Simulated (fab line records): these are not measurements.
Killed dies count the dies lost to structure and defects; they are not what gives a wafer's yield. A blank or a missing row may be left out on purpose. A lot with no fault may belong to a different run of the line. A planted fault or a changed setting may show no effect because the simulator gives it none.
fab line records	flow ritCmos
record: lots: 5	wafers: 23
route steps=202 shown PSD@150 SDANNEAL@155 PLDD@159 SILICIDE@162 CONTACT@168 M1@184
startH: start of the lot's first displayed wafer, in hours after the record's first day	waitH: time in hours since the lot's previous step	" as in the row above	L1.1+2: one row covering several wafers at once	- no value present, or no start provided	* or withheld: withheld	< > ~ a bound
route shown NAME@n: NAME is a module with steps in the file, n the number in the route of the first one	usual: mean and standard deviation over wafers with no fault	same: alike in all rows	chamber/n: place in a boat	sites: readings site by site	_std_site: standard deviation of those values	_edge_site: the outer-site mean with the inner-site mean subtracted	radiusMm: how far each site lies from the wafer's centre	mask NAME#n: copy n	behind: the last tool/chamber to shape the wafer	hold: cause of the lot's hold/its duration in hours/its outcome	device: names the non-switching transistor (n, p or np)	end of line: the same wafers' tests at the end of the route	a step given without rows: its recipe and nothing more	killed: dies that structure and defects cost at the first sort, which is not the same as the wafer's yield	map: dies across one wafer; x = killed, . = not, _ = none there
set.NAME: the setting the step ran with; set.NAME@STEP: the setting that earlier step ran with	model.NAME: the simulator's own value behind a step, which no gauge read
one table per step and one row per wafer, for lots whose settings were changed on purpose
== steps ==
step: RIT_PSD_IMPLANT_08
recipe: species: BF2	energyKev: 27	doseCm2: 5e+15	tiltDeg: 7
lot.wafer	tool	chamber	startH	waitH	set.energyKev	model.implant.rpNm	model.implant.drpNm
L074.3+5+6	implanter-03	0	60.13	0.1	27	22.01	12.05
L076.1+4+6	implanter-01	0	68.84	0.1	27.85	23.4	12.31
L076.3+5	"	0	"	"	27	22.83	12.05
L077.1+2+4+5+6	implanter-03	0	74.22	0.1	27	22.31	12.05
L080.1+3	implanter-01	0	84.65	0.1	28.43	23.58	12.49
L080.2+4+5	"	0	"	"	27	22.62	12.05
L083.1+2+3+5+6	implanter-01	0	98.18	0.1	27	22	12.05
step: RIT_PSD_STRIP_09
recipe: chemistry: O2	timeS: 180	resist: NOVOLAK	platenTempC: withheld	powerW: 500	pressureMtorr: 4000	o2FlowSccm: 4000
step: RIT_SDANNEAL_CLEAN_02
recipe: chemistry: SC2	mix: 3:3:50	timeS: 600	tempC: 75	dry: n2Spin
step: RIT_SDANNEAL_RTA_03
recipe: tempC: 1050	timeS: 5	idleTempC: 600	rampUpCPerS: 342	rampDownCPerS: 171	coolToC: 600	ambient: N2
step: RIT_SDANNEAL_RS_MEAS_04
recipe: thkMeasGauge: four-point-probe
usual: PSD_RS: 115.60/0.26
lot.wafer	tool	chamber	startH	waitH	set.energyKev@PSD_IMPLANT_08	PSD_RS[ohm/sq]
L074.3	filmMetro-02	-	60.93	0.1	27	115.64
L074.5	"	-	"	"	27	115.67
L074.6	"	-	"	"	27	115.94
L076.1	filmMetro-02	-	69.82	0.0	27.85	113.82
L076.3	"	-	"	"	27	115.66
L076.4	"	-	"	"	27.85	113.66
L076.5	"	-	"	"	27	115.78
L076.6	"	-	"	"	27.85	114.01
L077.1	filmMetro-02	-	75.06	0.0	27	115.98
L077.2	"	-	"	"	27	115.65
L077.4	"	-	"	"	27	115.74
L077.5	"	-	"	"	27	115.61
L077.6	"	-	"	"	27	115.75
L080.1	filmMetro-01	-	85.50	0.0	28.43	112.27
L080.2	"	-	"	"	27	115.26
L080.3	"	-	"	"	28.43	111.86
L080.4	"	-	"	"	27	115.49
L080.5	"	-	"	"	27	115.27
L083.1	filmMetro-02	-	99.04	0.0	27	115.56
L083.2	"	-	"	"	27	115.64
L083.3	"	-	"	"	27	115.76
L083.5	"	-	"	"	27	115.13
L083.6	"	-	"	"	27	115.62
step: RIT_SDANNEAL_RS_MEAS_06
recipe: thkMeasGauge: four-point-probe
usual: PLDD_RS: 178.2/0.54
lot.wafer	tool	chamber	startH	waitH	set.doseCm2@PLDD_IMPLANT_08	PLDD_RS[ohm/sq]
L074.3	filmMetro-02	-	61.17	0.1	9e+14	179.3
L074.5	"	-	"	"	9e+14	178.5
L074.6	"	-	"	"	9e+14	179.1
L076.1	filmMetro-02	-	70.06	0.1	9.487e+14	173.9
L076.3	"	-	"	"	9e+14	178.2
L076.4	"	-	"	"	9e+14	177.8
L076.5	"	-	"	"	9e+14	177.8
L076.6	"	-	"	"	9.487e+14	173.9
L077.1	filmMetro-02	-	75.30	0.1	9e+14	178.1
L077.2	"	-	"	"	9.41e+14	175.0
L077.4	"	-	"	"	9.41e+14	174.7
L077.5	"	-	"	"	9e+14	177.9
L077.6	"	-	"	"	9.41e+14	174.4
L080.1	filmMetro-01	-	85.74	0.1	8.34e+14	184.3
L080.2	"	-	"	"	9e+14	177.6
L080.3	"	-	"	"	9e+14	177.4
L080.4	"	-	"	"	9e+14	177.4
L080.5	"	-	"	"	8.34e+14	184.2
L083.1	filmMetro-02	-	99.28	0.1	8.381e+14	185.4
L083.2	"	-	"	"	9e+14	178.7
L083.3	"	-	"	"	9e+14	178.4
L083.5	"	-	"	"	8.381e+14	184.6
L083.6	"	-	"	"	9e+14	178.1
step: RIT_SILICIDE_SPUTTER_01
recipe: material: Ti	targetThkNm: 30	powerW: 350	chamberPressurePa: 0.667	gas: Ar	timeS: 240	substrateTempC: 25
lot.wafer	tool	chamber	startH	waitH	set.chamberPressurePa	model.Ti_of_SILICIDE_SPUTTER_01.thkNm
L074.3	pvdSputter-04	-	61.42	0.0	0.667	30.75
L074.5	"	-	"	"	0.667	29.81
L074.6	"	-	"	"	0.667	29.94
L076.1	pvdSputter-03	-	70.31	0.0	0.6247	30.71
L076.3	"	-	"	"	0.6247	30.93
L076.4	"	-	"	"	0.6247	30.56
L076.5	"	-	"	"	0.6247	30.78
L076.6	"	-	"	"	0.6247	31.16
L077.1	pvdSputter-01	-	75.55	0.0	0.7535	28.62
L077.2	"	-	"	"	0.7535	28.29
L077.4	"	-	"	"	0.7535	28.4
L077.5	"	-	"	"	0.7535	28.23
L077.6	"	-	"	"	0.7535	28.77
L080.1	pvdSputter-04	-	85.99	0.0	0.7617	29.26
L080.2	"	-	"	"	0.7617	29.43
L080.3	"	-	"	"	0.7617	28.72
L080.4	"	-	"	"	0.7617	29.46
L080.5	"	-	"	"	0.7617	29.33
L083.1	pvdSputter-03	-	99.53	0.0	0.6368	30.33
L083.2	"	-	"	"	0.6368	30.37
L083.3	"	-	"	"	0.6368	30.92
L083.5	"	-	"	"	0.6368	30.32
L083.6	"	-	"	"	0.6368	30.31
step: RIT_SILICIDE_RS_MEAS_02
recipe: thkMeasGauge: four-point-probe	reads: Ti_of_SILICIDE_SPUTTER_01
usual: SILICIDE_TI_RS: 47.6/0.67
lot.wafer	tool	chamber	startH	waitH	set.chamberPressurePa@SILICIDE_SPUTTER_01	SILICIDE_TI_RS[ohm/sq]
L074.3	filmMetro-03	-	61.61	0.1	0.667	46.3
L074.5	"	-	"	"	0.667	48.2
L074.6	"	-	"	"	0.667	48.0
L076.1	filmMetro-04	-	70.46	0.1	0.6247	41.3
L076.3	"	-	"	"	0.6247	40.9
L076.4	"	-	"	"	0.6247	41.6
L076.5	"	-	"	"	0.6247	41.2
L076.6	"	-	"	"	0.6247	40.7
L077.1	filmMetro-03	-	75.70	0.1	0.7535	64.6
L077.2	"	-	"	"	0.7535	65.5
L077.4	"	-	"	"	0.7535	65.2
L077.5	"	-	"	"	0.7535	65.9
L077.6	"	-	"	"	0.7535	64.2
L080.1	filmMetro-03	-	86.14	0.1	0.7617	64.0
L080.2	"	-	"	"	0.7617	63.8
L080.3	"	-	"	"	0.7617	65.8
L080.4	"	-	"	"	0.7617	63.6
L080.5	"	-	"	"	0.7617	64.1
L083.1	filmMetro-04	-	99.68	0.1	0.6368	43.4
L083.2	"	-	"	"	0.6368	43.3
L083.3	"	-	"	"	0.6368	42.4
L083.5	"	-	"	"	0.6368	43.4
L083.6	"	-	"	"	0.6368	43.3
step: RIT_CONTACT_CVD_00
recipe: material: SiO2	targetThkNm: 400	precursor: TEOS	tempC: 390	timeS: 61	rfW: 400
lot.wafer	tool	chamber	startH	waitH	set.timeS	model.SiO2_of_CONTACT_CVD_00.thkNm
L074.3	pecvd-01	1	61.93	0.0	61	391.8
L074.5	"	2	"	"	61	412.2
L074.6	"	0	"	"	61	402.9
L076.1+3+6	pecvd-02	2,1,1	70.82	0.1	61	-
L076.4	"	0	"	"	61	394.2
L076.5	"	2	"	"	61	396.2
L077.1	pecvd-03	0	76.06	0.1	61	398.1
L077.2	"	1	"	"	56.02	362.7
L077.4	"	0	"	"	61	403.4
L077.5	"	1	"	"	56.02	366.9
L077.6	"	2	"	"	56.02	360.7
L080.1+4	pecvd-03	2	86.49	0.1	57.13	-
L080.2	"	0	"	"	57.13	376.3
L080.3	"	1	"	"	61	397.5
L080.5	"	1	"	"	61	-
L083.1	pecvd-03	0	100.04	0.1	61	397.3
L083.2	"	2	"	"	61	392.3
L083.3	"	1	"	"	61	393.9
L083.5	"	1	"	"	61	402.9
L083.6	"	2	"	"	61	399.4
step: RIT_CONTACT_THK_MEAS_01
recipe: reads: SiO2_of_CONTACT_CVD_00
usual: CONTACT_TEOS_THK: 398/6.6
lot.wafer	tool	chamber	startH	waitH	set.timeS@CONTACT_CVD_00	CONTACT_TEOS_THK[nm]
L074.3	filmMetro-03	-	62.00	0.0	61	392
L074.5	"	-	"	"	61	412
L074.6	"	-	"	"	61	403
L076.1	filmMetro-03	-	70.87	0.0	61	391
L076.3	"	-	"	"	61	393
L076.4	"	-	"	"	61	394
L076.5	"	-	"	"	61	396
L076.6	"	-	"	"	61	398
L077.1	filmMetro-04	-	76.11	0.0	61	398
L077.2	"	-	"	"	56.02	362
L077.4	"	-	"	"	61	403
L077.5	"	-	"	"	56.02	367
L077.6	"	-	"	"	56.02	361
L080.1	filmMetro-01	-	86.55	0.0	57.13	362
L080.2	"	-	"	"	57.13	376
L080.3	"	-	"	"	61	397
L080.4	"	-	"	"	57.13	371
L080.5	"	-	"	"	61	405
L083.1	filmMetro-01	-	100.09	0.0	61	397
L083.2	"	-	"	"	61	392
L083.3	"	-	"	"	61	394
L083.5	"	-	"	"	61	403
L083.6	"	-	"	"	61	399
step: RIT_M1_SPUTTER_00
recipe: material: Al	targetThkNm: 400	powerW: 2000	chamberPressurePa: 0.4	gas: Ar	timeS: 500	substrateTempC: 25
lot.wafer	tool	chamber	startH	waitH	set.timeS	model.Al_of_M1_SPUTTER_00.thkNm
L074.3	pvdSputter-04	-	64.30	0.0	500	413.3
L074.5	"	-	"	"	500	391.4
L074.6	"	-	"	"	500	412.9
L076.1	pvdSputter-02	-	73.06	0.0	437	349.3
L076.3	"	-	"	"	437	344.2
L076.4	"	-	"	"	500	401
L076.5	"	-	"	"	500	396
L076.6	"	-	"	"	437	349.7
L077.1	pvdSputter-04	-	78.66	0.0	519	430.8
L077.2	"	-	"	"	500	400.5
L077.4	"	-	"	"	500	405.3
L077.5	"	-	"	"	519	430.3
L077.6	"	-	"	"	500	393.8
L080.1	pvdSputter-01	-	88.95	0.0	548.2	429.7
L080.2	"	-	"	"	500	395.4
L080.3	"	-	"	"	500	406.8
L080.4	"	-	"	"	548.2	439.6
L080.5	"	-	"	"	548.2	428
L083.1	pvdSputter-01	-	102.26	0.0	500	394.5
L083.2	"	-	"	"	500	403.5
L083.3	"	-	"	"	500	393.2
L083.5	"	-	"	"	500	390.4
L083.6	"	-	"	"	500	395
step: RIT_M1_RS_MEAS_01
recipe: thkMeasGauge: four-point-probe	reads: Al_of_M1_SPUTTER_00
usual: M1_AL_RS: 0.0735/0.0013
lot.wafer	tool	chamber	startH	waitH	set.timeS@M1_SPUTTER_00	M1_AL_RS[ohm/sq]
L074.3	filmMetro-02	-	64.63	0.2	500	0.0709
L074.5	"	-	"	"	500	0.0749
L074.6	"	-	"	"	500	0.0711
L076.1	filmMetro-02	-	73.35	0.1	437	0.0844
L076.3	"	-	"	"	437	0.0856
L076.4	"	-	"	"	500	0.0733
L076.5	"	-	"	"	500	0.0741
L076.6	"	-	"	"	437	0.0841
L077.1	filmMetro-01	-	78.96	0.1	519	0.0677
L077.2	"	-	"	"	500	0.0730
L077.4	"	-	"	"	500	0.0722
L077.5	"	-	"	"	519	0.0679
L077.6	"	-	"	"	500	0.0744
L080.1	filmMetro-01	-	89.24	0.1	548.2	0.0681
L080.2	"	-	"	"	500	0.0740
L080.3	"	-	"	"	500	0.0720
L080.4	"	-	"	"	548.2	0.0663
L080.5	"	-	"	"	548.2	0.0684
L083.1	filmMetro-01	-	102.56	0.1	500	0.0742
L083.2	"	-	"	"	500	0.0726
L083.3	"	-	"	"	500	0.0744
L083.5	"	-	"	"	500	0.0750
L083.6	"	-	"	"	500	0.0742
step: RIT_M1_THK_MEAS_02
recipe: thkMeasGauge: xrf	reads: Al_of_M1_SPUTTER_00
usual: M1_AL_THK: 395/7.3
lot.wafer	tool	chamber	startH	waitH	set.timeS@M1_SPUTTER_00	M1_AL_THK[nm]
L074.3	filmMetro-02	-	64.73	0.1	500	413
L074.5	"	-	"	"	500	390
L074.6	"	-	"	"	500	413
L076.1	filmMetro-02	-	73.47	0.1	437	349
L076.3	"	-	"	"	437	343
L076.4	"	-	"	"	500	400
L076.5	"	-	"	"	500	395
L076.6	"	-	"	"	437	348
L077.1	filmMetro-01	-	79.08	0.1	519	428
L077.2	"	-	"	"	500	399
L077.4	"	-	"	"	500	402
L077.5	"	-	"	"	519	425
L077.6	"	-	"	"	500	389
L080.1	filmMetro-01	-	89.36	0.1	548.2	426
L080.2	"	-	"	"	500	394
L080.3	"	-	"	"	500	403
L080.4	"	-	"	"	548.2	435
L080.5	"	-	"	"	548.2	425
L083.1	filmMetro-01	-	102.68	0.1	500	388
L083.2	"	-	"	"	500	397
L083.3	"	-	"	"	500	389
L083.5	"	-	"	"	500	388
L083.6	"	-	"	"	500	387
step: RIT_M1_DEVELOP_08
recipe: resist: NOVOLAK	developTimeS: 68	devTempC: 23
lot.wafer	tool	chamber	startH	waitH	set.developTimeS
L074.3+5+6	lithoTrack-02	0	-	-	68
L076.1+5+6	lithoTrack-01	0	-	-	68
L076.3+4	"	0	"	"	71.61
L077.1+2+4+5+6	lithoTrack-03	0	-	-	68
L080.1+2+3	lithoTrack-01	0	-	-	68
L080.4+5	"	0	"	"	58.3
L083.1+6	lithoTrack-01	0	-	-	57.98
L083.2+3+5	"	0	"	"	68
step: RIT_M1_CD_MEAS_09
recipe: targetCdNm: 2600
usual: cdNm: 2600.7/2.1
lot.wafer	tool	chamber	startH	waitH	set.developTimeS@M1_DEVELOP_08	cdNm
L074.3	cdSem-01	-	65.90	-	68	2601.5
L074.5	"	-	"	"	68	2604.6
L074.6	"	-	"	"	68	2604.6
L076.1	cdSem-01	-	74.54	-	68	2600.9
L076.3	"	-	"	"	71.61	2595.0
L076.4	"	-	"	"	71.61	2594.9
L076.5	"	-	"	"	68	2600.2
L076.6	"	-	"	"	68	2600.0
L077.1	cdSem-01	-	80.02	-	68	2601.5
L077.2	"	-	"	"	68	2602.0
L077.4	"	-	"	"	68	2600.2
L077.5	"	-	"	"	68	2602.2
L077.6	"	-	"	"	68	2604.2
L080.1	cdSem-02	-	90.30	-	68	2597.6
L080.2	"	-	"	"	68	2600.8
L080.3	"	-	"	"	68	2599.7
L080.4	"	-	"	"	58.3	2614.4
L080.5	"	-	"	"	58.3	2614.2
L083.1	cdSem-01	-	103.62	-	57.98	2614.1
L083.2	"	-	"	"	68	2597.9
L083.3	"	-	"	"	68	2600.9
L083.5	"	-	"	"	68	2599.7
L083.6	"	-	"	"	57.98	2614.9
== key ==
split: step: RIT_PSD_IMPLANT_08	setting: energyKev	stated: 27	by: wafer
response: step: RIT_PSD_IMPLANT_08	reading: model.implant.rpNm	change: +0.181	per: 1%	r: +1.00
response: step: RIT_PSD_IMPLANT_08	reading: model.implant.drpNm	change: +0.0842	per: 1%	r: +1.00
response: step: RIT_SDANNEAL_RS_MEAS_04	reading: PSD_RS	change: -0.614	per: 1%	r: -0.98
split: step: RIT_SILICIDE_SPUTTER_01	setting: chamberPressurePa	stated: 0.667	by: lot
response: step: RIT_SILICIDE_SPUTTER_01	reading: model.Ti_of_SILICIDE_SPUTTER_01.thkNm	change: -0.0934	per: 1%	r: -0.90
response: step: RIT_SILICIDE_RS_MEAS_02	reading: SILICIDE_TI_RS	change: +1.19	per: 1%	r: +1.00
split: step: RIT_CONTACT_CVD_00	setting: timeS	stated: 61	by: wafer
response: step: RIT_CONTACT_CVD_00	reading: model.SiO2_of_CONTACT_CVD_00.thkNm	change: +4.32	per: 1%	r: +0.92
response: step: RIT_CONTACT_THK_MEAS_01	reading: CONTACT_TEOS_THK	change: +4.7	per: 1%	r: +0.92
split: step: RIT_M1_SPUTTER_00	setting: timeS	stated: 500	by: wafer
response: step: RIT_M1_SPUTTER_00	reading: model.Al_of_M1_SPUTTER_00.thkNm	change: +3.98	per: 1%	r: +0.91
response: step: RIT_M1_RS_MEAS_01	reading: M1_AL_RS	change: -0.000792	per: 1%	r: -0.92
response: step: RIT_M1_THK_MEAS_02	reading: M1_AL_THK	change: +3.91	per: 1%	r: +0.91
split: step: RIT_M1_DEVELOP_08	setting: developTimeS	stated: 68	by: wafer
response: step: RIT_M1_CD_MEAS_09	reading: cdNm	change: -1.03	per: 1%	r: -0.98
split outsideThisFile step=RIT_PLDD_IMPLANT_08 setting=doseCm2
split outsideThisFile: this setting was split too, and the file shows its column; the key of that split is in another file
